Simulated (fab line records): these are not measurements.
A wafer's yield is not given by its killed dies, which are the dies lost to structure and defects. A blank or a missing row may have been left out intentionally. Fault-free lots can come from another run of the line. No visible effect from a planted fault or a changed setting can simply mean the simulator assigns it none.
Struck lot and sound lot, side by side ; flow rit-cmos ; 21 out of 202 route steps
Sound: wafers L374.4, L374.5, L374.6. Wafers struck: L393.3, L393.4, L393.5. The cause is given at the end.
Each step with rows lists, per side, the tool, then ch with its chambers, then its first start. Under that, the readings that differ: sound wafers ; struck wafers ; difference of the means ; sigmas: that difference in standard deviations of wafers without a fault.
alike: readings whose means differ by less than 2 such deviations, and words and numbers that are the same on both sides. not compared: withheld readings, readings that some wafer has no value for, bounds like >300 that may hide the same value, and numbers for which the record gives no deviation and whose values overlap.
A row with sigmas, a row that says differs or no value, or rows on one side alone: a step with any of these is where the two part. Numbers that have no deviation but don't overlap get no sigmas and don't part them. A reading missing from all wafers of one side parts the sides only when that side holds two or more wafers.

first, 6 steps without rows for these wafers: RIT_NSD_HMDS_00 (prime time 60 s); RIT_NSD_COAT_01 (resist thk 1000 nm); RIT_NSD_SOFTBAKE_02 (time 60 s); RIT_NSD_EXPOSE_03 (exposes mask M9, target cd 40700 nm); RIT_NSD_PEB_04; RIT_NSD_DEVELOP_05 (develop time 50 s).
RIT_NSD_OVL_MEAS_06:
  sound on overlay-02 at day 3 00:17; struck on overlay-02 at day 6 22:14
  alike: NSD_OVL
then, 2 steps without rows for these wafers: RIT_NSD_HARDBAKE_07 (time 60 s); RIT_NSD_IMPLANT_08.
RIT_NSD_STRIP_09: strips in O2, time 180 s.
  sound on plasma-asher-03 ch 0,1, day 3 00:40; struck on plasma-asher-01 ch 0,1, day 6 22:37
  alike: drypump-motor-current-A
  not compared: rf-hours-counter-h
RIT_NSD_TW_MEAS_10:
  sound on film-metro-04 at day 3 00:48; struck on film-metro-04 at day 6 22:45
  alike: NSD_TW
then, 1 step without rows for these wafers: RIT_PSD_HMDS_00 (prime time 60 s).
RIT_PSD_COAT_01: resist thk 1000 nm.
  sound on litho-track-01 ch 0, day 3 01:04; struck on litho-track-01 ch 0, day 6 22:59
reading;sound;struck;difference;sigmas
model.NOVOLAK_of_PSD_COAT_01.thk-nm (nm);987.5 988 989.3;921.5 917.9 919.4;-68.7;
  alike: chill-plate-temp-C
then, 4 steps without rows for these wafers: RIT_PSD_SOFTBAKE_02 (time 60 s); RIT_PSD_EXPOSE_03 (exposes mask M10, target cd 40900 nm); RIT_PSD_PEB_04; RIT_PSD_DEVELOP_05 (develop time 50 s).
RIT_PSD_OVL_MEAS_06:
  sound on overlay-01 at day 3 01:50; struck on overlay-01 at day 6 23:39
  alike: PSD_OVL
RIT_PSD_HARDBAKE_07: time 60 s.
  sound on litho-track-03 ch 0, day 3 01:55; struck on litho-track-03 ch 0, day 6 23:44
reading;sound;struck;difference;sigmas
model.NOVOLAK_of_PSD_COAT_01.thk-nm (nm);873.5 873.9 875.1;815.7 812.5 813.9;-60.1;
  alike: chill-plate-temp-C
next, for these wafers, 1 step has no rows: RIT_PSD_IMPLANT_08.
RIT_M1_PROBE_99:
  sound on prober-01 at day 3 10:56; struck on prober-01 at day 7 09:01
  alike: killed-at-contacts, killed-at-front-end, killed-dies, killed-open, killed-short

## WHERE THEY PART
Nowhere in this record.

WHY: what had been put in by the simulator
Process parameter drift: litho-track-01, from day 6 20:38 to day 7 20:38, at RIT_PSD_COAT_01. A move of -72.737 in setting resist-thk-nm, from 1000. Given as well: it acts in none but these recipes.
